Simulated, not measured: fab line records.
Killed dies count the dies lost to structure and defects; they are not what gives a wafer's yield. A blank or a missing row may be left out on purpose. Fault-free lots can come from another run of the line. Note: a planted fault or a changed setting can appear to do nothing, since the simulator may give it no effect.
Check for tools in common	flow rit-cmos	15 lots, 45 wafers sampled

## WHY IT WAS OPENED
At RIT_SILICIDE_RS_MEAS_02 the reading SILICIDE_TI_RS is flagged on 3 of 15 lots. Fault-free wafers read 46.2 ohm/sq, with a standard deviation of 0.72.
Rule: a lot is flagged when every wafer of it that has a number lies more than 4 standard deviations from that mean, or none has a number. All remaining lots are regarded as sound.

lot	measured	on	SILICIDE_TI_RS (ohm/sq), wafer by wafer	flag
L258	day 3 19:49	film-metro-03	47.5 47.4 46.9	
L261	day 4 08:30	film-metro-03	46.8 47.7 47.6	
L262	day 4 08:58	film-metro-03	46.0 46.0 46.0	
L263	day 4 12:40	film-metro-03	46.3 47.1 47.8	
L264	day 4 23:53	film-metro-01	45.4 46.3 46.2	
L266	day 5 02:17	film-metro-02	46.2 46.2 45.8	
L265	day 5 06:26	film-metro-02	45.3 45.3 45.5	
L267	day 5 12:38	film-metro-01	46.5 47.0 45.6	
L268	day 5 19:17	film-metro-01	46.3 46.6 46.0	
L269	day 5 21:32	film-metro-02	45.8 45.8 45.8	
L270	day 6 02:04	film-metro-01	45.0 44.9 45.4	
L271	day 6 08:31	film-metro-03	19.8 20.0 19.5	FLAGGED
L272	day 6 13:46	film-metro-01	45.8 45.1 44.9	
L273	day 6 19:58	film-metro-01	20.0 20.0 20.0	FLAGGED
L279	day 7 21:59	film-metro-03	19.4 19.5 19.5	FLAGGED
Average over the flagged lots: 19.7 ohm/sq; offset from the usual -26.5 ohm/sq, equal to -37 standard deviations.

## EACH LOT AND THE TOOL IT RAN ON
The record holds 1 process step before the reading, out of a route of 202 steps. Every cell lists first the tool, next ch and the chambers used by the sampled wafers, and last the start.
lot	flag	RIT_SILICIDE_SPUTTER_01
L258		pvd-sputter-04, day 3 19:36
L261		pvd-sputter-04, day 4 08:21
L262		pvd-sputter-01, day 4 08:49
L263		pvd-sputter-04, day 4 12:28
L264		pvd-sputter-01, day 4 23:44
L266		pvd-sputter-02, day 5 02:07
L265		pvd-sputter-01, day 5 06:17
L267		pvd-sputter-04, day 5 12:29
L268		pvd-sputter-01, day 5 19:08
L269		pvd-sputter-02, day 5 21:23
L270		pvd-sputter-01, day 6 01:52
L271	FLAGGED	pvd-sputter-04, day 6 08:02
L272		pvd-sputter-01, day 6 13:37
L273	FLAGGED	pvd-sputter-04, day 6 19:30
L279	FLAGGED	pvd-sputter-01, day 7 21:28
What the steps here do:
- RIT_SILICIDE_SPUTTER_01: material Ti, target thk 30 nm, time 240 s.
- RIT_SILICIDE_RS_MEAS_02: measures by four-point-probe.

## FLAGGED OVER TOTAL, TOOL BY TOOL (the gauges that took the reading come last)
step	tool	lots run	flagged	share of the flagged lots	sound lots run after its first flagged lot
RIT_SILICIDE_SPUTTER_01	pvd-sputter-01	7	1	some	0
RIT_SILICIDE_SPUTTER_01	pvd-sputter-02	2	0	none	-
RIT_SILICIDE_SPUTTER_01	pvd-sputter-04	6	2	some	0
RIT_SILICIDE_RS_MEAS_02	film-metro-01	6	1	some	0
RIT_SILICIDE_RS_MEAS_02	film-metro-02	3	0	none	-
RIT_SILICIDE_RS_MEAS_02	film-metro-03	6	2	some	0

## WHAT IS ALLOWED BY THE TABLE
No row of the table ran every flagged lot.

## WHAT THE SIMULATOR HAD PUT IN
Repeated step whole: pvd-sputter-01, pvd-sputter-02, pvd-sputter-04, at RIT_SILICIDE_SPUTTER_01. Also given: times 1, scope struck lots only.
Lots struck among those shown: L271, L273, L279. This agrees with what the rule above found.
